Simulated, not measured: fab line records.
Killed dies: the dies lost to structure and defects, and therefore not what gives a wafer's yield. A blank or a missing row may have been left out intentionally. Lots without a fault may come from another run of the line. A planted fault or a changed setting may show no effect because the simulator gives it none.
Comparing a struck lot with a sound one / flow rit cmos / 15 out of 202 route steps
Sound: the wafers L646.1, L646.3, L646.5. The struck wafers were L656.2, L656.5, L656.6. The cause is given at the end.
Each step with rows lists, per side, the tool, then ch with its chambers, then its first start. Under that, the readings that differ: sound wafers / struck wafers / difference of the means / sigmas: that difference in standard deviations of wafers without a fault.
alike: readings whose means differ by less than 2 such deviations, and words and numbers that are the same on both sides. not compared: withheld readings, readings that some wafer has no value for, bounds like >300 that may hide the same value, and numbers for which the record gives no deviation and whose values overlap.
A row with sigmas, a row that says differs or no value, or rows on one side alone: a step with any of these is where the two part. Numbers that have no deviation but don't overlap get no sigmas and don't part them. A reading missing from all wafers of one side parts the sides only when that side holds two or more wafers.

RIT_GATE_THK_MEAS_07:
  sound on film metro-01, day 3 22:11; struck on film metro-01, day 6 00:20
  alike: GATE_OXIDE_THK
then, 1 step without rows for these wafers: RIT_GATE_CVD_08 (deposits poly-Si from SiH4, target thk 250 nm, time 2220 s).
RIT_GATE_THK_MEAS_09:
  sound on film metro-01, day 3 23:51; struck on film metro-02, day 6 02:01
  alike: GATE_POLY_THK
then, 6 steps without rows for these wafers: RIT_GATE_HMDS_10 (prime time 60 s); RIT_GATE_COAT_11 (resist thk 850 nm); RIT_GATE_SOFTBAKE_12 (time 60 s); RIT_GATE_EXPOSE_13 (exposes mask M6, target cd 150 nm); RIT_GATE_PEB_14; RIT_GATE_DEVELOP_15 (develop time 50 s).
RIT_GATE_CD_MEAS_16: target cd 150 nm.
  sound on cd sem-02, day 4 01:01; struck on cd sem-01, day 6 03:10
  alike: cd nm
RIT_GATE_OVL_MEAS_17:
  sound on overlay-02, day 4 01:08; struck on overlay-01, day 6 03:17
  alike: GATE_OVL
then, 1 step without rows for these wafers: RIT_GATE_HARDBAKE_18 (time 60 s).
RIT_GATE_ETCH_19: etches poly-Si in SF6/CHF3/O2, stops on SiO2, time 165 s, target depth 312.5 nm.
  sound on rie si-01 ch 0,1,2, day 4 01:20; struck on rie si-01 ch 0,1,2, day 6 03:28
reading=oes product au (a.u.); sound=0.834 0.862 0.840; struck=0.980 0.957 0.986; difference=+0.129; sigmas=+8
reading=over etch frac; sound=0.25 0.25 0.25; struck=0.05 0.05 0.05; difference=-0.20; sigmas=
reading=model.NOVOLAK_of_GATE_COAT_11.thk nm (nm); sound=674 670.1 672.7; struck=682.1 683.1 682.2; difference=+10.2; sigmas=
  alike: drypump motor current A, throttle valve pct
  not compared: rf hours counter h
RIT_GATE_STRIP_20: strips in O2, time 180 s.
  sound on plasma asher-01 ch 0,1, day 4 01:26; struck on plasma asher-01 ch 0,1, day 6 03:34
  alike: drypump motor current A
  not compared: rf hours counter h
RIT_M1_PROBE_99:
  the record holds rows for the sound wafers here (prober-02, day 4 23:16) but none for the struck ones

## WHERE THEY PART
Earliest at RIT_GATE_ETCH_19; latest, in this record, at RIT_M1_PROBE_99.

WHY: what had been put in by the simulator
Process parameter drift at RIT_GATE_ETCH_19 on rie si-01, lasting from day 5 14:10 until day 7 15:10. A move of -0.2 in setting over etch frac, from 0.25.
